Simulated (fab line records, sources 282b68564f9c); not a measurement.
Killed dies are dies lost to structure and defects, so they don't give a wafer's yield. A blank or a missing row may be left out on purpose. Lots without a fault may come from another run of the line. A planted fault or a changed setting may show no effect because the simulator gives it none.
Which tool did it? | flow rit_cmos | 14 lots, 42 wafers sampled, at 2 steps of a route of 202

WHAT THE GAUGES READ, wafer by wafer
The record holds no reading of a measuring or inspecting step that can be judged against a usual standard deviation.

WHICH TOOL RAN EACH LOT (tool, then ch and the chambers of the sampled wafers, then the start)
lot  | RIT_M1_METAL_ETCH_12             | RIT_M1_PROBE_99
L467 | rie_metal-01 ch 0,1, day 3 11:46 | prober-01, day 3 14:11
L468 | rie_metal-04 ch 0, day 3 17:34   | prober-02, day 3 20:09
L469 | rie_metal-02 ch 0,1, day 4 03:30 | prober-01, day 4 05:45
L470 | rie_metal-01 ch 0,1, day 4 08:10 | prober-02, day 4 10:28
L471 | rie_metal-04 ch 0,1, day 4 12:35 | prober-01, day 4 14:53
L475 | rie_metal-02 ch 0,1, day 5 09:10 | prober-01, day 5 11:29
L477 | rie_metal-04 ch 0,1, day 5 16:10 | prober-01, day 5 18:28
L479 | rie_metal-04 ch 0,1, day 6 00:32 | prober-01, day 6 02:51
L480 | rie_metal-01 ch 0,1, day 6 04:47 | prober-02, day 6 07:10
L481 | rie_metal-02 ch 0,1, day 6 12:40 | prober-01, day 6 14:55
L483 | rie_metal-01 ch 0,1, day 6 17:43 | prober-01, day 6 20:01
L487 | rie_metal-02 ch 0, day 7 15:25   | prober-01, day 7 17:46
L488 | rie_metal-01 ch 0,1, day 7 20:17 | prober-02, day 7 22:32
L490 | rie_metal-02 ch 0,1, day 8 03:34 | prober-02, day 8 05:52
- RIT_M1_METAL_ETCH_12: etches Al in Cl2/BCl3, stops on SiO2, time 165 s, target depth 600 nm.
- RIT_M1_PROBE_99

WHAT THE TOOLS THEMSELVES READ (means of the sampled wafers that have a number; where no wafer has one, the mark that the record gives instead)
RIT_M1_METAL_ETCH_12.
lot  | tool         | drypump_motor_current_A (A) | oes_product_au (a.u.) | throttle_valve_pct (%)
L467 | rie_metal-01 | 6.0                         | 0.766                 | 8.15
L468 | rie_metal-04 | 5.2                         | 0.779                 | 8.23
L469 | rie_metal-02 | 5.3                         | 0.786                 | 8.31
L470 | rie_metal-01 | 5.7                         | 0.771                 | 8.20
L471 | rie_metal-04 | 5.5                         | 0.771                 | 8.28
L475 | rie_metal-02 | 5.4                         | 0.781                 | 8.30
L477 | rie_metal-04 | 5.5                         | 0.778                 | 8.27
L479 | rie_metal-04 | 5.5                         | 0.785                 | 8.27
L480 | rie_metal-01 | 5.9                         | 0.765                 | 8.15
L481 | rie_metal-02 | 5.7                         | 0.795                 | 8.26
L483 | rie_metal-01 | 5.7                         | 0.772                 | 8.21
L487 | rie_metal-02 | 4.9                         | 0.795                 | 8.34
L488 | rie_metal-01 | 5.7                         | 0.771                 | 8.20
L490 | rie_metal-02 | 5.3                         | 0.787                 | 8.29

RIT_M1_PROBE_99.
lot  | tool      | defect_limited_yield (%) | killed_at_contacts | killed_at_front_end | killed_dies | killed_open | killed_short | sort_bin_3_pad_short (%) | sort_bin_5_function (%) | sort_bin_6_memory (%) | sort_n_pass | sort_yield_pct (%)
L467 | prober-01 | 97.3                     | 0.0                | 7                   | 7           | 3.0         | 4.0          | 0.3                      | 1.8                     | 0.7                   | 257         | 97.3
L468 | prober-02 | 95.2                     | 0.0                | 13                  | 13          | 5.7         | 7.0          | 0.4                      | 2.4                     | 2.0                   | 251         | 95.2
L469 | prober-01 | 98.1                     | 0.0                | 5                   | 5           | 2.3         | 2.7          | 0.4                      | 0.9                     | 0.6                   | 259         | 98.1
L470 | prober-02 | 97.5                     | 0.0                | 7                   | 7           | 2.7         | 4.0          | 0.1                      | 1.2                     | 1.1                   | 257         | 97.5
L471 | prober-01 | 97.6                     | 0.0                | 6                   | 6           | 4.0         | 2.3          | 0.1                      | 2.0                     | 0.3                   | 258         | 97.6
L475 | prober-01 | 97.4                     | 0.3                | 7                   | 7           | 3.3         | 3.7          | 0.1                      | 1.4                     | 1.1                   | 257         | 97.4
L477 | prober-01 | 98.0                     | 0.0                | 5                   | 5           | 3.7         | 1.7          | 0.0                      | 1.3                     | 0.8                   | 259         | 98.0
L479 | prober-01 | 96.6                     | 0.0                | 9                   | 9           | 4.3         | 4.0          | 0.0                      | 1.4                     | 2.0                   | 255         | 96.6
L480 | prober-02 | 96.8                     | 0.0                | 8                   | 8           | 4.0         | 4.3          | 0.4                      | 1.9                     | 0.9                   | 256         | 96.8
L481 | prober-01 | 97.0                     | 0.0                | 8                   | 8           | 3.0         | 5.0          | 0.1                      | 1.7                     | 1.3                   | 256         | 97.0
L483 | prober-01 | 98.2                     | 0.0                | 5                   | 5           | 2.0         | 2.7          | 0.0                      | 1.1                     | 0.6                   | 259         | 98.2
L487 | prober-01 | 97.1                     | 0.0                | 8                   | 8           | 3.7         | 4.0          | 0.5                      | 1.8                     | 0.7                   | 256         | 97.1
L488 | prober-02 | 98.3                     | 0.0                | 4                   | 4           | 2.3         | 2.0          | 0.1                      | 0.9                     | 0.7                   | 260         | 98.3
L490 | prober-02 | 95.8                     | 0.0                | 11                  | 11          | 6.3         | 4.7          | 0.3                      | 2.7                     | 1.3                   | 253         | 95.8

THE ANSWER, worked out from the rows above alone
Rule: what is usual is taken from the lots themselves. Put in order of their means at a reading, lots are off if they are a third of the lots or fewer, leave a main group of 4 or more, and stand apart from it by a gap of 3 or more times the standard deviation of the main group's means; of several such gaps the widest counts. A main group whose means are all the same, to the digits that the tables above print for the reading, isn't used. A lot without any number at a reading at which 4 lots or more have one is off too. The other lots that the step has rows for count as sound. The gauges are gone through in route order, then the tools' own readings, and for those a lot's mean is taken as printed above. The first step at which some lot is off is used, and at that step the reading that is off furthest; a lot without a number counts as furthest.
No lot is off at any reading shown: from this, nothing can be told.

WHAT THE SIMULATOR HAD PUT IN
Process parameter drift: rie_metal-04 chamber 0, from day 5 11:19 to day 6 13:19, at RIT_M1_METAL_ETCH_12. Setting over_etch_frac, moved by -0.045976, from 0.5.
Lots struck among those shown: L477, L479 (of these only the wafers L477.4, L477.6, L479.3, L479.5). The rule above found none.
